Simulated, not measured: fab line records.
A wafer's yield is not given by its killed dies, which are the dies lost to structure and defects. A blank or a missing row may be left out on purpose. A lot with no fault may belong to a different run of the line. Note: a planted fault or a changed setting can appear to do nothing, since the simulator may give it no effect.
fab line records | flow rit-cmos
[record] lots = 6 | wafers = 18 | last-day = 7
route steps=202 shown PLDD@120 SPACER@125 NSD@131 PSD@142 SDANNEAL@153
lots with no fault: from the same line, run without faults
start-h: hours from the record's first day to the start of the lot's first wafer shown | wait-h: hours from the lot's prior step to this one | " the same as in the row above | L1.1+2: several wafers, shown together as one row | - value missing, or start not given | * or withheld: withheld | < > ~ a bound
route shown NAME@n: names a module that has steps shown in the file, with the first one's number in the route | usual: mean/standard deviation taken from wafers without a fault | same: alike in all rows | chamber/n: place in a boat | sites: each site's reading | _std_site: how widely they spread, as a standard deviation | _edge_site: the outer-site mean with the inner-site mean subtracted | radius-mm: how far each site lies from the wafer's centre | mask NAME#n: copy n | behind: tool/chamber where the wafer was last shaped | hold: cause of the lot's hold/its duration in hours/its outcome | device: names the non-switching transistor (n, p or np) | end of line: the tests these same wafers got at the end of their route | where a step has no rows: the recipe by itself | killed: dies lost to structure and defects at the first sort, not the wafer's yield | map: the dies of a wafer, with x for killed, . for not killed, _ for no die there
set.NAME: the setting that was run; set.NAME@STEP: the one run at that earlier step | model.NAME: the simulator's own value behind a step, which no gauge read
lots at selected steps of the route; one table per step, one row per wafer
services: from which hour (start-h, from the record's first day; less than 0 if before it) a tool's chamber was out of use, for how many hours, and why
[[steps]]
[step RIT_PLDD_OVL_MEAS_06]
[usual] PLDD_OVL = -0.2/1.6
lot.wafer | tool       | chamber | start-h | wait-h | PLDD_OVL[nm]
L515.1    | overlay-01 | -       | 68.46   | -      | -0.5
L515.3    | "          | -       | "       | "      | 0.1
L515.4    | "          | -       | "       | "      | -0.2
L517.1    | overlay-01 | -       | 78.72   | -      | -0.3
L517.2    | "          | -       | "       | "      | -0.3
L517.4    | "          | -       | "       | "      | -0.1
L520.2    | overlay-01 | -       | 92.64   | -      | 0.7
L520.3    | "          | -       | "       | "      | 0.2
L520.5    | "          | -       | "       | "      | 0.0
L521.1    | overlay-01 | -       | 97.87   | -      | -0.4
L521.4    | "          | -       | "       | "      | -0.2
L521.5    | "          | -       | "       | "      | -0.4
L526.1    | overlay-01 | -       | 123.33  | -      | -0.9
L526.3    | "          | -       | "       | "      | -2.4
L526.6    | "          | -       | "       | "      | -1.5
L530.3    | overlay-01 | -       | 144.25  | -      | -2.3
L530.4    | "          | -       | "       | "      | -2.7
L530.5    | "          | -       | "       | "      | -2.6
[step RIT_PLDD_HARDBAKE_07]
[recipe] resist = NOVOLAK | temp-c = 140 | time-s = 60
[step RIT_PLDD_IMPLANT_08]
[recipe] species = BF2 | energy-kev = 20 | dose-cm2 = 9e+14 | tilt-deg = 7
[step RIT_PLDD_STRIP_09]
[recipe] chemistry = O2 | time-s = 180 | resist = NOVOLAK | platen-temp-c = withheld | power-w = 500 | pressure-mtorr = 4000 | o2-flow-sccm = 4000
[usual] drypump-motor-current-A = 5.72/0.23
[same] time-s = 180
lot.wafer | tool            | chamber | start-h | wait-h | drypump-motor-current-A | rf-hours-counter-h
L515.1    | plasma-asher-01 | 0       | 68.88   | 0.1    | 5.74                    | 44
L515.3    | "               | 1       | "       | "      | 5.67                    | -
L515.4    | "               | 0       | "       | "      | 5.70                    | -
L517.1    | plasma-asher-01 | 1       | 79.06   | 0.1    | 5.66                    | 45
L517.2    | "               | 0       | "       | "      | 5.72                    | 45
L517.4    | "               | 0       | "       | "      | 5.71                    | -
L520.2    | plasma-asher-02 | 0       | 92.97   | 0.1    | 5.50                    | 46
L520.3    | "               | 0       | "       | "      | 5.48                    | -
L520.5    | "               | 0       | "       | "      | 5.49                    | -
L521.1    | plasma-asher-04 | 0       | 98.21   | 0.1    | 5.48                    | 28
L521.4    | "               | 0       | "       | "      | 5.49                    | -
L521.5    | "               | 1       | "       | "      | 6.14                    | -
L526.1    | plasma-asher-04 | 0       | 123.66  | 0.1    | 5.49                    | 31
L526.3    | "               | 0       | "       | "      | 5.49                    | -
L526.6    | "               | 1       | "       | "      | 6.16                    | -
L530.3    | plasma-asher-04 | 0       | 144.63  | 0.1    | 5.49                    | -
L530.4    | "               | 1       | "       | "      | 6.13                    | -
L530.5    | "               | 0       | "       | "      | 5.48                    | -
[step RIT_PLDD_TW_MEAS_10]
[usual] PLDD_TW = 2359/12
lot.wafer | tool          | chamber | start-h | wait-h | PLDD_TW
L515.1    | film-metro-03 | -       | 69.06   | 0.1    | 2363
L515.3    | "             | -       | "       | "      | 2380
L515.4    | "             | -       | "       | "      | 2364
L517.1    | film-metro-02 | -       | 79.23   | 0.1    | 2364
L517.2    | "             | -       | "       | "      | 2370
L517.4    | "             | -       | "       | "      | 2358
L520.2    | film-metro-03 | -       | 93.15   | 0.1    | 2365
L520.3    | "             | -       | "       | "      | 2352
L520.5    | "             | -       | "       | "      | 2364
L521.1    | film-metro-01 | -       | 98.38   | 0.1    | 2348
L521.4    | "             | -       | "       | "      | 2353
L521.5    | "             | -       | "       | "      | 2347
L526.1    | film-metro-02 | -       | 123.84  | 0.1    | 2367
L526.3    | "             | -       | "       | "      | 2350
L526.6    | "             | -       | "       | "      | 2355
L530.3    | film-metro-02 | -       | 144.77  | 0.1    | 2373
L530.4    | "             | -       | "       | "      | 2367
L530.5    | "             | -       | "       | "      | 2369
[step RIT_SPACER_CLEAN_00]
[recipe] chemistry = SC1 | mix = 3:3:50 | time-s = 600 | temp-c = 75
[step RIT_SPACER_CLEAN_01]
[recipe] chemistry = dHF | dilution = 50:1 | time-s = 30
[step RIT_SPACER_CLEAN_02]
[recipe] chemistry = SC2 | mix = 3:3:50 | time-s = 600 | temp-c = 75 | dry = n2-spin
[step RIT_SPACER_CVD_03]
[recipe] material = Si3N4 | target-thk-nm = 250 | temp-c = 810 | precursor = SiH2Cl2/NH3 | time-s = 3386 | pressure-mtorr = 300 | sih2cl2-flow-sccm = 60 | nh3-flow-sccm = 150
[step RIT_SPACER_THK_MEAS_04]
[recipe] reads = Si3N4_of_SPACER_CVD_03
[usual] SPACER_NITRIDE_THK = 256.6/2.4
lot.wafer | tool          | chamber | start-h | wait-h | SPACER_NITRIDE_THK[nm]
L515.1    | film-metro-04 | -       | 71.42   | 0.0    | 257.6
L515.3    | "             | -       | "       | "      | 258.3
L515.4    | "             | -       | "       | "      | 256.5
L517.1    | film-metro-02 | -       | 81.58   | 0.0    | 254.6
L517.2    | "             | -       | "       | "      | 256.7
L517.4    | "             | -       | "       | "      | 257.5
L520.2    | film-metro-01 | -       | 96.46   | 0.0    | 260.2
L520.3    | "             | -       | "       | "      | 259.7
L520.5    | "             | -       | "       | "      | 257.9
L521.1    | film-metro-01 | -       | 101.14  | 0.0    | 255.2
L521.4    | "             | -       | "       | "      | 256.7
L521.5    | "             | -       | "       | "      | 254.6
L526.1    | film-metro-04 | -       | 126.18  | 0.0    | 254.7
L526.3    | "             | -       | "       | "      | 256.4
L526.6    | "             | -       | "       | "      | 256.3
L530.3    | film-metro-04 | -       | 147.13  | 0.0    | 252.5
L530.4    | "             | -       | "       | "      | 250.7
L530.5    | "             | -       | "       | "      | 254.9
[step RIT_SPACER_ETCHBACK_05]
[recipe] target-depth-a = 2500 | SF6_flow_sccm = 30 | CHF3_flow_sccm = 30 | target = Si3N4 | chemistry = SF6/CHF3 | pressure-mtorr = 40 | rf-w = 250 | time-s = 240 | stop-on = SiO2
[usual] drypump-motor-current-A = 5.7/0.36 | oes-product-au = 0.862/0.014 | throttle-valve-pct = 10.29/0.11
[same] time-s = 240
lot.wafer | tool        | chamber | start-h | wait-h | drypump-motor-current-A | oes-product-au | rf-hours-counter-h | throttle-valve-pct
L515.1    | rie-diel-04 | 3       | 71.48   | 0.1    | 5.1                     | 0.862          | 89                 | 10.15
L515.3    | "           | 0       | "       | "      | 6.0                     | 0.849          | 106                | 10.24
L515.4    | "           | 2       | "       | "      | 5.3                     | 0.874          | 102                | 10.40
L517.1    | rie-diel-03 | 3       | 81.64   | 0.1    | 5.5                     | 0.853          | 47                 | 10.48
L517.2    | "           | 1       | "       | "      | 5.5                     | 0.861          | 46                 | 10.32
L517.4    | "           | 0       | "       | "      | 5.5                     | 0.867          | 1                  | 10.15
L520.2    | rie-diel-02 | 1       | 96.51   | 0.0    | 5.7                     | 0.857          | 142                | 10.37
L520.3    | "           | 3       | "       | "      | 6.3                     | 0.855          | 3                  | 10.21
L520.5    | "           | 1       | "       | "      | 5.7                     | 0.852          | -                  | 10.35
L521.1    | rie-diel-02 | 2       | 101.20  | 0.1    | 5.4                     | 0.868          | 4                  | 10.35
L521.4    | "           | 0       | "       | "      | 5.7                     | 0.847          | 134                | 10.11
L521.5    | "           | 0       | "       | "      | 5.7                     | 0.841          | -                  | 10.11
L526.1    | rie-diel-04 | 3       | 126.24  | 0.1    | 5.1                     | 0.844          | 90                 | 10.13
L526.3    | "           | 0       | "       | "      | 6.0                     | 0.847          | 106                | 10.23
L526.6    | "           | 0       | "       | "      | 6.0                     | 0.850          | -                  | 10.22
L530.3    | rie-diel-02 | 1       | 147.17  | 0.0    | 5.7                     | 0.832          | 143                | 10.36
L530.4    | "           | 2       | "       | "      | 5.4                     | 0.860          | 5                  | 10.35
L530.5    | "           | 0       | "       | "      | 5.7                     | 0.849          | -                  | 10.10
[step RIT_NSD_HMDS_00]
[recipe] prime-time-s = 60 | prime-temp-c = 140
[step RIT_NSD_COAT_01]
[recipe] resist = NOVOLAK | spin-rpm = 3250 | resist-thk-nm = 1000
[usual] chill-plate-temp-C = 23.00/0.099 | dispense-pressure-kPa = 53/4 | spin-speed-rpm = 3249.9/1.9
lot.wafer | tool           | chamber | start-h | wait-h | chill-plate-temp-C | dispense-pressure-kPa | spin-speed-rpm
L515.1    | litho-track-01 | 0       | 71.78   | 0.1    | 22.89              | 50                    | 3250.8
L515.3    | "              | 0       | "       | "      | 23.12              | 50                    | 3248.4
L515.4    | "              | 0       | "       | "      | 23.07              | 50                    | 3248.0
L517.1    | litho-track-03 | 0       | 81.94   | 0.1    | 23.00              | 57                    | 3251.3
L517.2    | "              | 0       | "       | "      | 22.94              | 57                    | 3248.8
L517.4    | "              | 0       | "       | "      | 23.02              | 57                    | 3250.4
L520.2    | litho-track-03 | -       | 96.83   | 0.1    | -                  | -                     | -
L520.3    | "              | -       | "       | "      | -                  | -                     | -
L520.5    | "              | -       | "       | "      | -                  | -                     | -
L521.1    | litho-track-03 | -       | 101.63  | 0.1    | -                  | -                     | -
L521.4    | "              | -       | "       | "      | -                  | -                     | -
L521.5    | "              | -       | "       | "      | -                  | -                     | -
L526.1    | litho-track-01 | 0       | 126.63  | 0.1    | 22.99              | 50                    | 3248.5
L526.3    | "              | 0       | "       | "      | 22.98              | 50                    | 3247.1
L526.6    | "              | 0       | "       | "      | 23.00              | 50                    | 3250.0
L530.3    | litho-track-01 | 0       | 147.52  | 0.1    | 22.94              | 50                    | 3250.9
L530.4    | "              | 0       | "       | "      | 22.98              | 50                    | 3246.5
L530.5    | "              | 0       | "       | "      | 22.99              | 50                    | 3248.8
[step RIT_NSD_SOFTBAKE_02]
[recipe] resist = NOVOLAK | temp-c = 90 | time-s = 60
[step RIT_NSD_EXPOSE_03]
[recipe] mask-id = M9 | na = 0.57 | target-cd-nm = 40700 | dose-mj = 250
[step RIT_NSD_PEB_04]
[recipe] resist = NOVOLAK | temp-c = withheld | time-s = withheld
[step RIT_NSD_DEVELOP_05]
[recipe] resist = NOVOLAK | develop-time-s = 50 | dev-temp-c = 23
[step RIT_NSD_OVL_MEAS_06]
[usual] NSD_OVL = 0.4/1.1
lot.wafer | tool       | chamber | start-h | wait-h | NSD_OVL[nm]
L515.1    | overlay-02 | -       | 72.48   | -      | 1.1
L515.3    | "          | -       | "       | "      | 0.2
L515.4    | "          | -       | "       | "      | 0.7
L517.1    | overlay-02 | -       | 82.64   | -      | -0.3
L517.2    | "          | -       | "       | "      | -0.9
L517.4    | "          | -       | "       | "      | 0.2
L520.2    | overlay-02 | -       | 97.64   | -      | -
L520.3    | "          | -       | "       | "      | -
L520.5    | "          | -       | "       | "      | -
L521.1    | overlay-01 | -       | 102.48  | -      | -
L521.4    | "          | -       | "       | "      | -
L521.5    | "          | -       | "       | "      | -
L526.1    | overlay-01 | -       | 127.45  | -      | -0.3
L526.3    | "          | -       | "       | "      | 1.3
L526.6    | "          | -       | "       | "      | -0.8
L530.3    | overlay-01 | -       | 148.31  | -      | -0.8
L530.4    | "          | -       | "       | "      | -0.3
L530.5    | "          | -       | "       | "      | -1.5
[step RIT_NSD_HARDBAKE_07]
[recipe] resist = NOVOLAK | temp-c = 140 | time-s = 60
[step RIT_NSD_IMPLANT_08]
[recipe] species = P | energy-kev = 25 | dose-cm2 = 1e+15 | tilt-deg = 7
[step RIT_NSD_STRIP_09]
[recipe] chemistry = O2 | time-s = 180 | resist = NOVOLAK | platen-temp-c = withheld | power-w = 500 | pressure-mtorr = 4000 | o2-flow-sccm = 4000
[usual] drypump-motor-current-A = 5.7/0.46
[same] time-s = 180
lot.wafer | tool            | chamber | start-h | wait-h | drypump-motor-current-A | rf-hours-counter-h
L515.1    | plasma-asher-04 | 0       | 72.81   | 0.1    | 5.5                     | 25
L515.3    | "               | 1       | "       | "      | 6.2                     | -
L515.4    | "               | 0       | "       | "      | 5.5                     | -
L517.1    | plasma-asher-03 | 1       | 82.97   | 0.1    | 6.1                     | 45
L517.2    | "               | 0       | "       | "      | 4.8                     | 45
L517.4    | "               | 0       | "       | "      | 4.8                     | -
L520.2    | plasma-asher-03 | 1       | 97.97   | 0.1    | 6.2                     | 47
L520.3    | "               | 0       | "       | "      | 4.7                     | -
L520.5    | "               | 1       | "       | "      | 6.1                     | -
L521.1    | plasma-asher-04 | 0       | 102.82  | 0.1    | 5.5                     | 29
L521.4    | "               | 1       | "       | "      | 6.1                     | -
L521.5    | "               | 0       | "       | "      | 5.5                     | -
L526.1    | plasma-asher-01 | 0       | 127.79  | 0.1    | 5.7                     | 1
L526.3    | "               | 0       | "       | "      | 5.7                     | -
L526.6    | "               | 0       | "       | "      | 5.7                     | -
L530.3    | plasma-asher-04 | 1       | 148.69  | 0.1    | 6.2                     | -
L530.4    | "               | 0       | "       | "      | 5.5                     | -
L530.5    | "               | 0       | "       | "      | 5.5                     | -
[step RIT_NSD_TW_MEAS_10]
[usual] NSD_TW = 3127/20
lot.wafer | tool          | chamber | start-h | wait-h | NSD_TW
L515.1    | film-metro-02 | -       | 72.99   | 0.1    | 3153
L515.3    | "             | -       | "       | "      | 3175
L515.4    | "             | -       | "       | "      | 3161
L517.1    | film-metro-01 | -       | 83.15   | 0.1    | 3109
L517.2    | "             | -       | "       | "      | 3104
L517.4    | "             | -       | "       | "      | 3102
L520.2    | film-metro-01 | -       | 98.15   | 0.1    | 3117
L520.3    | "             | -       | "       | "      | 3127
L520.5    | "             | -       | "       | "      | 3132
L521.1    | film-metro-01 | -       | 103.00  | 0.1    | 3127
L521.4    | "             | -       | "       | "      | 3136
L521.5    | "             | -       | "       | "      | 3114
L526.1    | film-metro-03 | -       | 127.96  | 0.1    | 3142
L526.3    | "             | -       | "       | "      | 3120
L526.6    | "             | -       | "       | "      | 3132
L530.3    | film-metro-02 | -       | 148.83  | 0.1    | 3126
L530.4    | "             | -       | "       | "      | 3156
L530.5    | "             | -       | "       | "      | 3135
[step RIT_PSD_HMDS_00]
[recipe] prime-time-s = 60 | prime-temp-c = 140
[step RIT_PSD_COAT_01]
[recipe] resist = NOVOLAK | spin-rpm = 3250 | resist-thk-nm = 1009
[step RIT_PSD_SOFTBAKE_02]
[recipe] resist = NOVOLAK | temp-c = 90 | time-s = 60
[step RIT_PSD_EXPOSE_03]
[recipe] mask-id = M10 | na = 0.57 | target-cd-nm = 40900 | dose-mj = 250
[step RIT_PSD_PEB_04]
[recipe] resist = NOVOLAK | temp-c = withheld | time-s = withheld
[step RIT_PSD_DEVELOP_05]
[recipe] resist = NOVOLAK | develop-time-s = 50 | dev-temp-c = 23
[step RIT_PSD_OVL_MEAS_06]
[usual] PSD_OVL = -0.7/1.3
lot.wafer | tool       | chamber | start-h | wait-h | PSD_OVL[nm]
L515.1    | overlay-02 | -       | 73.90   | -      | 1.7
L515.3    | "          | -       | "       | "      | 0.9
L515.4    | "          | -       | "       | "      | 0.0
L517.1    | overlay-02 | -       | 84.06   | -      | 0.8
L517.2    | "          | -       | "       | "      | 0.3
L517.4    | "          | -       | "       | "      | 0.5
L520.2    | overlay-01 | -       | 99.06   | -      | 0.1
L520.3    | "          | -       | "       | "      | 1.0
L520.5    | "          | -       | "       | "      | -1.8
L521.1    | overlay-02 | -       | 104.03  | -      | -1.8
L521.4    | "          | -       | "       | "      | -1.1
L521.5    | "          | -       | "       | "      | -1.6
L526.1    | overlay-02 | -       | 128.88  | -      | -0.9
L526.3    | "          | -       | "       | "      | -0.8
L526.6    | "          | -       | "       | "      | 0.8
L530.3    | overlay-01 | -       | 149.86  | -      | -1.7
L530.4    | "          | -       | "       | "      | -0.7
L530.5    | "          | -       | "       | "      | -0.5
[step RIT_PSD_HARDBAKE_07]
[recipe] resist = NOVOLAK | temp-c = 140 | time-s = 60
[step RIT_PSD_IMPLANT_08]
[recipe] species = BF2 | energy-kev = 27 | dose-cm2 = 4.953e+15 | tilt-deg = 7
[step RIT_PSD_STRIP_09]
[recipe] chemistry = O2 | time-s = 180 | resist = NOVOLAK | platen-temp-c = withheld | power-w = 500 | pressure-mtorr = 4000 | o2-flow-sccm = 4000
[usual] drypump-motor-current-A = 5.6/0.47
[same] time-s = 180
lot.wafer | tool            | chamber | start-h | wait-h | drypump-motor-current-A | rf-hours-counter-h
L515.1    | plasma-asher-01 | 1       | 74.23   | 0.1    | 5.6                     | 44
L515.3    | "               | 1       | "       | "      | 5.7                     | -
L515.4    | "               | 0       | "       | "      | 5.7                     | -
L517.1    | plasma-asher-03 | 0       | 84.39   | 0.1    | 4.7                     | 45
L517.2    | "               | 1       | "       | "      | 6.1                     | 45
L517.4    | "               | 1       | "       | "      | 6.1                     | -
L520.2    | plasma-asher-01 | 0       | 99.39   | 0.1    | 5.7                     | 47
L520.3    | "               | 1       | "       | "      | 5.7                     | -
L520.5    | "               | 0       | "       | "      | 5.7                     | -
L521.1    | plasma-asher-02 | 1       | 104.37  | 0.1    | 5.8                     | 47
L521.4    | "               | 1       | "       | "      | 5.8                     | -
L521.5    | "               | 1       | "       | "      | 5.8                     | -
L526.1    | plasma-asher-01 | 1       | 129.21  | 0.1    | 5.7                     | 1
L526.3    | "               | 1       | "       | "      | 5.7                     | -
L526.6    | "               | 1       | "       | "      | 5.7                     | -
L530.3    | plasma-asher-03 | 0       | 150.24  | 0.1    | 4.7                     | -
L530.4    | "               | 1       | "       | "      | 6.1                     | -
L530.5    | "               | 1       | "       | "      | 6.2                     | -
[step RIT_PSD_TW_MEAS_10]
[usual] PSD_TW = 3437/20
lot.wafer | tool          | chamber | start-h | wait-h | PSD_TW
L515.1    | film-metro-03 | -       | 74.41   | 0.1    | 3438
L515.3    | "             | -       | "       | "      | 3430
L515.4    | "             | -       | "       | "      | 3434
L517.1    | film-metro-01 | -       | 84.57   | 0.1    | 3418
L517.2    | "             | -       | "       | "      | 3415
L517.4    | "             | -       | "       | "      | 3432
L520.2    | film-metro-03 | -       | 99.57   | 0.1    | 3610
L520.3    | "             | -       | "       | "      | 3625
L520.5    | "             | -       | "       | "      | 3641
L521.1    | film-metro-01 | -       | 104.54  | 0.1    | 3619
L521.4    | "             | -       | "       | "      | 3633
L521.5    | "             | -       | "       | "      | 3624
L526.1    | film-metro-01 | -       | 129.39  | 0.1    | 3407
L526.3    | "             | -       | "       | "      | 3407
L526.6    | "             | -       | "       | "      | 3432
L530.3    | film-metro-02 | -       | 150.38  | 0.1    | 3463
L530.4    | "             | -       | "       | "      | 3457
L530.5    | "             | -       | "       | "      | 3462
[step RIT_SDANNEAL_CLEAN_00]
[recipe] chemistry = SC1 | mix = 3:3:50 | time-s = 600 | temp-c = 75
[[services]]
tool            | chamber | start-h | hours | kind
rie-diel-03     | 1       | 56.06   | 6.7   | repair
rie-diel-02     | 3       | 76.76   | 2.7   | repair
plasma-asher-01 | -       | 108.75  | 9.0   | pm
plasma-asher-01 | 0       | 108.75  | 9.0   | vent-cycle
plasma-asher-01 | 1       | 108.75  | 9.0   | vent-cycle
plasma-asher-01 | 0       | 117.75  | -     | clean
plasma-asher-01 | 1       | 117.75  | -     | clean
rie-diel-03     | 3       | 133.17  | 10.2  | repair
[[key]]
[first-sign] step = RIT_NSD_COAT_01 | reading = tool-record | direction = missing
[effect] step = RIT_NSD_OVL_MEAS_06 | reading = NSD_OVL | direction = missing
[effect] step = RIT_PSD_TW_MEAS_10 | reading = PSD_TW | direction = up | sigmas = 9.7 | usual = 3437 | struck = 3625
met-at RIT_NSD_COAT_01
struck-wafers L520.2,L520.3,L520.5,L521.1,L521.4,L521.5
sort-left-out L520.2,L520.3,L520.5,L521.1,L521.4,L521.5
tester-left-out L520,L521
onset-between 81.94 96.83
[fault] kind = skipped-step-whole | tool = litho-track-03 | chamber = - | onset-h = 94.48 | steps = RIT_NSD_COAT_01 | scope = struck-lots-only
// tester-left-out: of these lots the tester's yield and bins aren't shown, on N5 and GAA mostly nor the transistor test; their killed dies are dies lost to structure and defects alone, not to doping, threshold or leakage, so they don't give the yield
// sort-left-out: the simulated sort isn't trusted on such a fault, so these wafers' sort isn't shown, and their yield isn't known
